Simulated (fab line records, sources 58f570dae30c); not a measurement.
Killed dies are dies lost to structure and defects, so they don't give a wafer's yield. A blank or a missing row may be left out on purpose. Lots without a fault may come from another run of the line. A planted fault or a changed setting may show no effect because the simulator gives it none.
Which tool did it? | flow berkeley_cmos170 | 14 lots, 42 wafers sampled, at 2 steps of a route of 331

WHAT THE GAUGES READ, wafer by wafer
UCB170_M2_CD_MEAS_15: target cd 700 nm. Usual: cd_nm 699.8 nm, standard deviation 1.5.
lot  | measured     | on        | cd_nm (nm)        | flag
L261 | day 7 05:34  | cd_sem-02 | 699.3 698.8 700.1 |
L260 | day 7 06:50  | cd_sem-02 | 697.7 696.0 697.2 |
L263 | day 8 02:31  | cd_sem-02 | 701.1 701.6 700.6 |
L265 | day 8 07:44  | cd_sem-02 | 701.7 701.6 702.7 |
L270 | day 9 09:17  | cd_sem-02 | 702.1 701.3 702.6 |
L269 | day 9 09:55  | cd_sem-01 | 700.5 698.8 699.5 |
L272 | day 9 10:01  | cd_sem-02 | 697.8 698.4 699.4 |
L268 | day 9 10:15  | cd_sem-02 | 700.3 701.5 700.8 |
L276 | day 10 10:25 | cd_sem-02 | 699.7 699.2 700.1 |
L275 | day 10 10:33 | cd_sem-01 | 697.4 697.8 698.2 |
L277 | day 10 10:42 | cd_sem-02 | 698.5 700.4 700.1 |
L279 | day 11 03:26 | cd_sem-01 | 691.3 692.2 693.2 | OFF
L280 | day 11 09:40 | cd_sem-02 | 692.7 691.8 691.1 | OFF
L283 | day 12 05:56 | cd_sem-02 | 699.3 699.7 699.0 |

WHICH TOOL RAN EACH LOT (tool, then ch and the chambers of the sampled wafers, then the start)
lot  | UCB170_M2_PEB_13
L261 | litho_track-04 ch 0, day 7 05:17
L260 | litho_track-04 ch 0, day 7 06:34
L263 | litho_track-01 ch 0, day 8 02:14
L265 | litho_track-01 ch 0, day 8 07:27
L270 | litho_track-02 ch 0, day 9 09:02
L269 | litho_track-04 ch 0, day 9 09:39
L272 | litho_track-02 ch 0, day 9 09:42
L268 | litho_track-02 ch 0, day 9 09:59
L276 | litho_track-01 ch 0, day 10 10:09
L275 | litho_track-02 ch 0, day 10 10:17
L277 | litho_track-04 ch 0, day 10 10:25
L279 | litho_track-02 ch 0, day 11 03:10
L280 | litho_track-02 ch 0, day 11 09:24
L283 | litho_track-04 ch 0, day 12 05:40
- UCB170_M2_PEB_13

WHAT THE TOOLS THEMSELVES READ (means of the sampled wafers that have a number; where no wafer has one, the mark that the record gives instead)
UCB170_M2_PEB_13. Usual: chill_plate_temp_C 22.98 C, standard deviation 0.11.
lot  | tool           | chill_plate_temp_C (C) | flag
L261 | litho_track-04 | 23.02                  |
L260 | litho_track-04 | 23.06                  |
L263 | litho_track-01 | 23.01                  |
L265 | litho_track-01 | 22.86                  |
L270 | litho_track-02 | 23.18                  |
L269 | litho_track-04 | 22.87                  |
L272 | litho_track-02 | 22.95                  |
L268 | litho_track-02 | 22.90                  |
L276 | litho_track-01 | 22.94                  |
L275 | litho_track-02 | 23.06                  |
L277 | litho_track-04 | 22.98                  |
L279 | litho_track-02 | 22.99                  |
L280 | litho_track-02 | 22.98                  |
L283 | litho_track-04 | 22.87                  |

THE ANSWER, worked out from the rows above alone
Rule: a lot is off if the mean of its wafers that have a number lies more than 3 standard deviations from the usual mean. A lot without any number at a reading at which 4 lots or more have one is off too. The other lots that the step has rows for count as sound. The gauges are gone through in route order, then the tools' own readings, and for those a lot's mean is taken as printed above. The first step at which some lot is off is used, and at that step the reading that is off furthest; a lot without a number counts as furthest.
Off: L279, L280, at UCB170_M2_CD_MEAS_15 (cd_nm).
A tool fits if, at a process step before that reading, it ran every lot that is off, and no sound lot after the first of them. The gauges at UCB170_M2_CD_MEAS_15 are tried like those tools. One fits: litho_track-02 at UCB170_M2_PEB_13. Its last sound lot is L275 (day 10 10:17), its first lot that is off L279 (day 11 03:10): a fault that began between those two fits.

WHAT THE SIMULATOR HAD PUT IN
Process parameter drift: litho_track-02, from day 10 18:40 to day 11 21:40, at UCB170_M2_PEB_13. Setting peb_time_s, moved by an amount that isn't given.
Lots struck among those shown: L279, L280. The rule above found the same.
